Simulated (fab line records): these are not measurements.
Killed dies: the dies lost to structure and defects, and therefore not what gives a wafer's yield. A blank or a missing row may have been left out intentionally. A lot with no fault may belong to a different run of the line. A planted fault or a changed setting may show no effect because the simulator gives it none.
fab line records ; flow ritCmos
[record] lots = 7; wafers = 21; lastDay = 6
route steps=202 shown CONTACT@180 M1@184
lots with no fault: from the same line, run without faults
startH: hours from the record's opening day to when the first of the lot's shown wafers began ; waitH: how many hours have passed since the lot's step before this one ; " the same as in the row above ; L1.1+2: one row covering several wafers at once ; - value missing, or start not given ; * or withheld: withheld ; < > ~ a bound
route shown NAME@n: NAME is a module with steps in the file, n the number in the route of the first one ; usual: mean/standard deviation of fault-free wafers ; same: alike in all rows ; chamber/n: place in a boat ; sites: per-site readings ; _std_site: standard deviation across them ; _edge_site: the outer-site mean with the inner-site mean subtracted ; radiusMm: for every site, how far away it sits from the centre of the wafer ; mask NAME#n: copy n ; behind: tool/chamber where the wafer was last shaped ; hold: the reason the lot was held/the length of the hold in hours/how it ended ; device: the transistor (n, p or np) that didn't switch ; end of line: the tests these same wafers got at the end of their route ; step lacking rows: just its recipe ; killed: count of dies lost to structure and defects at first sort (not the wafer's yield) ; map: shows each die of a wafer: x if killed, . if not, _ if none is there
set.NAME: the setting as run; set.NAME@STEP: as run at that earlier step ; model.NAME: the simulator's own value behind a step, which no gauge read
a table for each step, a row for each wafer; lots at some steps of the route
services: from which hour (startH, from the record's first day; less than 0 if before it) a tool's chamber was out of use, for how many hours, and why
[[steps]]
[step RIT_CONTACT_STRIP_12]
[recipe] chemistry = O2; timeS = 180; resist = NOVOLAK; platenTempC = withheld; powerW = 500; pressureMtorr = 4000; o2FlowSccm = 4000
[usual] drypumpMotorCurrentA = 5.7/0.65
lot.wafer;tool;chamber;startH;waitH;drypumpMotorCurrentA;rfHoursCounterH
L215.3;plasmaAsher-03;0;111.39;0.2;6.3;-
L215.4;plasmaAsher-03;1;111.39;0.2;5.0;-
L215.5;plasmaAsher-03;0;111.39;0.2;6.3;-
L216.1;plasmaAsher-03;0;121.14;0.1;6.3;46
L216.2;plasmaAsher-03;1;121.14;0.1;5.0;46
L216.6;plasmaAsher-03;1;121.14;0.1;5.0;-
L217.1;plasmaAsher-02;0;130.94;0.1;5.3;1
L217.3;plasmaAsher-02;1;130.94;0.1;6.2;-
L217.5;plasmaAsher-02;1;130.94;0.1;6.2;-
L218.2;plasmaAsher-03;1;131.17;0.1;5.1;47
L218.5;plasmaAsher-03;0;131.17;0.1;6.2;-
L218.6;plasmaAsher-03;1;131.17;0.1;5.0;-
L219.2;plasmaAsher-04;1;136.23;0.1;6.6;50
L219.4;plasmaAsher-04;1;136.23;0.1;6.6;-
L219.5;plasmaAsher-04;0;136.23;0.1;5.0;-
L220.3;plasmaAsher-03;0;143.47;0.2;6.3;-
L220.4;plasmaAsher-03;1;143.47;0.2;5.0;-
L220.5;plasmaAsher-03;1;143.47;0.2;5.1;-
L222.2;plasmaAsher-02;1;150.36;0.1;6.2;4
L222.3;plasmaAsher-02;1;150.36;0.1;6.2;-
L222.6;plasmaAsher-02;1;150.36;0.1;6.2;-
[step RIT_CONTACT_CD_MEAS_90]
[recipe] targetCdNm = 1000
[usual] cdNm = 1000.4/2.3
lot.wafer;tool;chamber;startH;waitH;cdNm
L215.3;cdSem-01;-;111.55;0.1;998.8
L215.4;cdSem-01;-;111.55;0.1;997.1
L215.5;cdSem-01;-;111.55;0.1;1001.2
L216.1;cdSem-02;-;121.32;0.1;1001.1
L216.2;cdSem-02;-;121.32;0.1;1000.5
L216.6;cdSem-02;-;121.32;0.1;1000.8
L217.1;cdSem-02;-;131.12;0.1;1000.5
L217.3;cdSem-02;-;131.12;0.1;998.9
L217.5;cdSem-02;-;131.12;0.1;999.6
L218.2;cdSem-01;-;131.36;0.1;1000.2
L218.5;cdSem-01;-;131.36;0.1;1000.4
L218.6;cdSem-01;-;131.36;0.1;1001.0
L219.2;cdSem-02;-;136.42;0.1;996.8
L219.4;cdSem-02;-;136.42;0.1;999.7
L219.5;cdSem-02;-;136.42;0.1;996.9
L220.3;cdSem-01;-;143.62;0.1;1000.3
L220.4;cdSem-01;-;143.62;0.1;1000.9
L220.5;cdSem-01;-;143.62;0.1;1001.1
L222.2;cdSem-02;-;150.55;0.1;998.0
L222.3;cdSem-02;-;150.55;0.1;1000.7
L222.6;cdSem-02;-;150.55;0.1;1000.2
[step RIT_CONTACT_CLEAN_13]
[recipe] chemistry = SC1; mix = 3:3:50; timeS = 600; tempC = 75
[step RIT_CONTACT_CLEAN_14]
[recipe] chemistry = SC2; mix = 3:3:50; timeS = 600; tempC = 75; dry = n2Spin
[step RIT_M1_SPUTTER_00]
[recipe] material = Al; targetThkNm = 400; powerW = 2000; chamberPressurePa = 0.4; gas = Ar; timeS = 500; substrateTempC = 25
[usual] throttleValvePct = 30.2/0.97
lot.wafer;tool;chamber;startH;waitH;throttleValvePct
L215.3;pvdSputter-02;-;111.98;0.0;29.6
L215.4;pvdSputter-02;-;111.98;0.0;31.0
L215.5;pvdSputter-02;-;111.98;0.0;31.2
L216.1;pvdSputter-03;-;121.79;0.0;29.0
L216.2;pvdSputter-03;-;121.79;0.0;30.2
L216.6;pvdSputter-03;-;121.79;0.0;28.5
L217.1;pvdSputter-01;-;131.60;0.0;29.8
L217.3;pvdSputter-01;-;131.60;0.0;31.2
L217.5;pvdSputter-01;-;131.60;0.0;30.9
L218.2;pvdSputter-02;-;131.99;0.0;29.8
L218.5;pvdSputter-02;-;131.99;0.0;31.2
L218.6;pvdSputter-02;-;131.99;0.0;31.0
L219.2;pvdSputter-03;-;136.89;0.0;30.4
L219.4;pvdSputter-03;-;136.89;0.0;28.6
L219.5;pvdSputter-03;-;136.89;0.0;29.4
L220.3;pvdSputter-02;-;144.05;0.0;29.3
L220.4;pvdSputter-02;-;144.05;0.0;31.4
L220.5;pvdSputter-02;-;144.05;0.0;30.7
L222.2;pvdSputter-03;-;151.02;0.0;29.0
L222.3;pvdSputter-03;-;151.02;0.0;30.4
L222.6;pvdSputter-03;-;151.02;0.0;29.5
[step RIT_M1_RS_MEAS_01]
[recipe] thkMeasGauge = four-point-probe; reads = Al_of_M1_SPUTTER_00
[usual] M1_AL_RS = 0.0736/0.0007
lot.wafer;tool;chamber;startH;waitH;M1_AL_RS[ohm/sq]
L215.3;filmMetro-01;-;112.31;0.2;0.0744
L215.4;filmMetro-01;-;112.31;0.2;0.0746
L215.5;filmMetro-01;-;112.31;0.2;0.0744
L216.1;filmMetro-02;-;122.08;0.1;0.0731
L216.2;filmMetro-02;-;122.08;0.1;0.0733
L216.6;filmMetro-02;-;122.08;0.1;0.0732
L217.1;filmMetro-01;-;131.90;0.1;0.0729
L217.3;filmMetro-01;-;131.90;0.1;0.0721
L217.5;filmMetro-01;-;131.90;0.1;0.0727
L218.2;filmMetro-02;-;132.30;0.2;0.0746
L218.5;filmMetro-02;-;132.30;0.2;0.0741
L218.6;filmMetro-02;-;132.30;0.2;0.0746
L219.2;filmMetro-02;-;137.20;0.2;0.0742
L219.4;filmMetro-02;-;137.20;0.2;0.0734
L219.5;filmMetro-02;-;137.20;0.2;0.0739
L220.3;filmMetro-03;-;144.39;0.2;0.0737
L220.4;filmMetro-03;-;144.39;0.2;0.0732
L220.5;filmMetro-03;-;144.39;0.2;0.0736
L222.2;filmMetro-02;-;151.34;0.2;0.0745
L222.3;filmMetro-02;-;151.34;0.2;0.0743
L222.6;filmMetro-02;-;151.34;0.2;0.0740
[step RIT_M1_THK_MEAS_02]
[recipe] thkMeasGauge = xrf; reads = Al_of_M1_SPUTTER_00
[usual] M1_AL_THK = 397/3.9
lot.wafer;tool;chamber;startH;waitH;M1_AL_THK[nm]
L215.3;filmMetro-01;-;112.41;0.1;393
L215.4;filmMetro-01;-;112.41;0.1;391
L215.5;filmMetro-01;-;112.41;0.1;392
L216.1;filmMetro-02;-;122.20;0.1;400
L216.2;filmMetro-02;-;122.20;0.1;397
L216.6;filmMetro-02;-;122.20;0.1;398
L217.1;filmMetro-01;-;132.02;0.1;401
L217.3;filmMetro-01;-;132.02;0.1;404
L217.5;filmMetro-01;-;132.02;0.1;402
L218.2;filmMetro-02;-;132.41;0.1;391
L218.5;filmMetro-02;-;132.41;0.1;394
L218.6;filmMetro-02;-;132.41;0.1;393
L219.2;filmMetro-02;-;137.31;0.1;394
L219.4;filmMetro-02;-;137.31;0.1;396
L219.5;filmMetro-02;-;137.31;0.1;394
L220.3;filmMetro-03;-;144.49;0.1;396
L220.4;filmMetro-03;-;144.49;0.1;396
L220.5;filmMetro-03;-;144.49;0.1;399
L222.2;filmMetro-02;-;151.45;0.1;393
L222.3;filmMetro-02;-;151.45;0.1;395
L222.6;filmMetro-02;-;151.45;0.1;396
[step RIT_M1_HMDS_03]
[recipe] primeTimeS = 60; primeTempC = 140
[step RIT_M1_COAT_04]
[recipe] resist = NOVOLAK; spinRpm = 2000; resistThkNm = 1300
[step RIT_M1_SOFTBAKE_05]
[recipe] resist = NOVOLAK; tempC = 90; timeS = 60
[step RIT_M1_EXPOSE_06]
[recipe] maskId = M12; na = 0.6; sourceShape = conventional; sigmaOuter = 0.5; targetCdNm = 2600; doseMj = 250
[step RIT_M1_PEB_07]
[recipe] resist = NOVOLAK; tempC = withheld; timeS = withheld
[step RIT_M1_DEVELOP_08]
[recipe] resist = NOVOLAK; developTimeS = 68; devTempC = 23
[usual] chillPlateTempC = 23.00/0.11; developTimeS = 68/0; developerTempC = 23.01/0.1
lot.wafer;tool;chamber;startH;waitH;chillPlateTempC;developTimeS;developerTempC
L215.3;lithoTrack-04;0;113;-;23.08;68;23.10
L215.4;lithoTrack-04;0;113;-;22.98;68;23.11
L215.5;lithoTrack-04;0;113;-;22.92;68;22.95
L216.1;lithoTrack-01;0;123;-;22.94;68;23.05
L216.2;lithoTrack-01;0;123;-;23.17;68;22.98
L216.6;lithoTrack-01;0;123;-;23.00;68;23.01
L217.1;lithoTrack-01;-;132;-;-;-;-
L217.3;lithoTrack-01;-;132;-;-;-;-
L217.5;lithoTrack-01;-;133;-;-;-;-
L218.2;lithoTrack-02;-;133;-;-;-;-
L218.5;lithoTrack-02;-;133;-;-;-;-
L218.6;lithoTrack-02;-;133;-;-;-;-
L219.2;lithoTrack-02;-;138;-;-;-;-
L219.4;lithoTrack-02;-;138;-;-;-;-
L219.5;lithoTrack-02;-;138;-;-;-;-
L220.3;lithoTrack-04;0;145;-;22.97;68;22.98
L220.4;lithoTrack-04;0;145;-;22.82;68;23.06
L220.5;lithoTrack-04;0;145;-;23.05;68;23.03
L222.2;lithoTrack-04;0;152;-;23.04;68;22.90
L222.3;lithoTrack-04;0;152;-;23.14;68;22.97
L222.6;lithoTrack-04;0;152;-;23.03;68;23.25
[step RIT_M1_CD_MEAS_09]
[recipe] targetCdNm = 2600
[usual] cdNm = 2599.9/1.7
lot.wafer;tool;chamber;startH;waitH;cdNm
L215.3;cdSem-02;-;113.50;-;2599.7
L215.4;cdSem-02;-;113.50;-;2600.6
L215.5;cdSem-02;-;113.50;-;2597.9
L216.1;cdSem-02;-;123.27;-;2600.4
L216.2;cdSem-02;-;123.27;-;2601.2
L216.6;cdSem-02;-;123.27;-;2601.3
L217.1;cdSem-02;-;133.05;-;-
L217.3;cdSem-02;-;133.05;-;-
L217.5;cdSem-02;-;133.05;-;-
L218.2;cdSem-01;-;133.49;-;-
L218.5;cdSem-01;-;133.49;-;-
L218.6;cdSem-01;-;133.49;-;-
L219.2;cdSem-02;-;138.26;-;-
L219.4;cdSem-02;-;138.26;-;-
L219.5;cdSem-02;-;138.26;-;-
L220.3;cdSem-02;-;145.46;-;2600.1
L220.4;cdSem-02;-;145.46;-;2597.8
L220.5;cdSem-02;-;145.46;-;2597.4
L222.2;cdSem-02;-;152.59;-;2598.0
L222.3;cdSem-02;-;152.59;-;2598.2
L222.6;cdSem-02;-;152.59;-;2598.8
[[services]]
tool;chamber;startH;hours;kind
pvdSputter-01;-;96.90;34.4;repair
pvdSputter-03;-;100.29;3.2;repair
plasmaAsher-02;-;108.75;9.0;pm
plasmaAsher-02;0;108.75;9.0;ventCycle
plasmaAsher-02;1;108.75;9.0;ventCycle
plasmaAsher-03;-;111.94;2.0;repair
pvdSputter-03;-;116.03;5.1;repair
plasmaAsher-02;0;117.75;-;clean
plasmaAsher-02;1;117.75;-;clean
plasmaAsher-03;-;139.40;2.8;pm
pvdSputter-02;-;145.73;5.8;repair
[[key]]
[firstSign] step = RIT_M1_DEVELOP_08; reading = toolRecord; direction = missing
effect none on later readings
metAt RIT_M1_DEVELOP_08
struckWafers L217.1,L217.3,L217.5,L218.2,L218.5,L218.6,L219.2,L219.4,L219.5
laterRowsLeftOut L217.1,L217.3,L217.5,L218.2,L218.5,L218.6,L219.2,L219.4,L219.5
sortLeftOut L217.1,L217.3,L217.5,L218.2,L218.5,L218.6,L219.2,L219.4,L219.5
onsetBetween 123 132
[fault] kind = skippedStepWhole; tool = lithoTrack-01,lithoTrack-02; chamber = -; onsetH = 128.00; steps = RIT_M1_DEVELOP_08; scope = struckLotsOnly
// sortLeftOut: the simulated sort isn't trusted on such a fault, so these wafers' sort isn't shown, and their yield isn't known
// laterRowsLeftOut: the simulator's readings of these wafers behind a module that went badly wrong aren't trusted and aren't shown, but for the sort
